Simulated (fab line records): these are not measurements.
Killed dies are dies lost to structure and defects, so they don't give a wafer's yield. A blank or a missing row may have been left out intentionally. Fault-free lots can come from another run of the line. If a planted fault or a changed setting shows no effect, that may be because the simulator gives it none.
Struck lot and sound lot, side by side :: flow berkeley_cmos170 :: 15 steps out of a route of 331
Sound: wafers L442.1, L442.3, L442.5. Struck: wafers L449.4, L449.5. (L449.6 of the same lot was not struck and is left out.) The cause comes at the end.
Order at every step that has rows: each side's tool, ch and its chambers, its first start. Under that, the readings that differ: sound wafers :: struck wafers :: difference of the means :: sigmas: that difference in standard deviations of wafers without a fault.
alike: words and numbers the same on both sides, and readings whose means are apart by under 2 such deviations; not compared: readings that were withheld, readings missing a value for some wafer, numbers with overlapping values and no deviation given by the record, and bounds like >300 which may hide the same value.
A row with sigmas, a row that says differs or no value, or rows on one side alone: a step with any of these is where the two part. Numbers that don't overlap but have no deviation are shown without sigmas and don't part them. A reading that every wafer of one side lacks parts them only if that side has two wafers or more.

first, 2 steps without rows for these wafers: UCB170_NLDD_PEB_04; UCB170_NLDD_DEVELOP_05 (develop time 45 s).
UCB170_NLDD_CD_MEAS_06 targets a cd of 1200 nm.
  sound on cd_sem-01, day 6 06:11; struck on cd_sem-02, day 8 10:56
  alike: cd_nm
UCB170_NLDD_OVL_MEAS_07:
  sound on overlay-01, day 6 06:18; struck on overlay-01, day 8 11:01
  alike: NLDD_OVL
then, 2 steps without rows for these wafers: UCB170_NLDD_IMPLANT_08; UCB170_NLDD_IMPLANT_09.
UCB170_NLDD_STRIP_10: strips in O2.
  sound on plasma_asher-02 ch 0,1, day 6 06:38; struck on plasma_asher-02 ch 1, day 8 11:22
  alike: drypump_motor_current_A, oes_product_au, strip_time_to_endpoint_s
  not compared: rf_hours_counter_h
UCB170_NLDD_TW_MEAS_11:
  sound on film_metro-02, day 6 06:44; struck on film_metro-02, day 8 11:28
  alike: NLDD_TW
then, 1 step without rows for these wafers: UCB170_NLDD_CLEAN_12 (cleans in SPM, time 600 s).
UCB170_SPACER_CVD_00: deposits SiO2 from TEOS/O2, target thk 376 nm, time 47 s.
  sound on pecvd-02 ch 1,2, day 6 06:59; struck on pecvd-02 ch 0,2, day 8 11:48
  alike: heater_power_w, pressure_mtorr
UCB170_SPACER_THK_MEAS_01:
  sound on film_metro-03, day 6 07:02; struck on film_metro-01, day 8 11:51
  alike: SPACER_TEOS_THK
then, 1 step without rows for these wafers: UCB170_SPACER_ANNEAL_02 (time 1800 s).
UCB170_SPACER_ETCHBACK_03: etches SiO2 in CHF3/CF4/Ar, stops on Si, target depth 376 nm, time 100 s.
  sound on rie_diel-03 ch 0,1, day 6 10:50; struck on rie_diel-02 ch 2, day 8 13:48
reading: rf_fwd_power_W (W)
sound: 495.1 496.2 498.4
struck: 416.9 416.7
difference: -79.8
sigmas: -44
  alike: drypump_motor_current_A, oes_product_au, throttle_valve_pct
  not compared: rf_hours_counter_h
then, 1 step without rows for these wafers: UCB170_PSD_HMDS_00 (prime time 60 s).
UCB170_M3_PROBE_99:
  sound on prober-02, day 7 19:18; struck on prober-01, day 10 00:15
reading: model.etest.pplus_sal.width_nm (nm)
sound: 695.4 708.6 699.7
struck: 614.6 602.2
difference: -92.8
sigmas: 

reading: model.etest.nplus_sal.width_nm (nm)
sound: 696.1 705.7 702.9
struck: 617 604.9
difference: -91
sigmas: 

reading: model.etest.field_p_metal.vt_v (V)
sound: -60.45 -59.95 -60.66
struck: -61.51 -61.83
difference: -1.32
sigmas: 

reading: model.etest.field_n_metal.vt_v (V)
sound: 52.87 52.59 53.05
struck: 54.23 54.49
difference: +1.52
sigmas: 

reading: model.etest.pplus_sal.line_ohm_um
sound: 5.148 5.112 5.214
struck: 5.953 6.124
difference: +0.880
sigmas: 

reading: model.etest.nplus_sal.line_ohm_um
sound: 5.176 4.995 5.124
struck: 5.861 5.955
difference: +0.810
sigmas: 

reading: model.etest.diode_nplus_comb.cj_ff_um2
sound: 0.7996 0.8048 0.8042
struck: 0.8517 0.8363
difference: +0.0411
sigmas: 

reading: model.etest.diode_pplus_comb.cj_ff_um2
sound: 1.114 1.107 1.115
struck: 1.135 1.13
difference: +0.020
sigmas: 

== WHERE THEY PART ==
Only at UCB170_SPACER_ETCHBACK_03, within this record.

WHY: what had been put in by the simulator
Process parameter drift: rie_diel-02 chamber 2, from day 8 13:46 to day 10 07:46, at UCB170_SPACER_ETCHBACK_03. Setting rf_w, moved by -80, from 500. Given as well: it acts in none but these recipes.
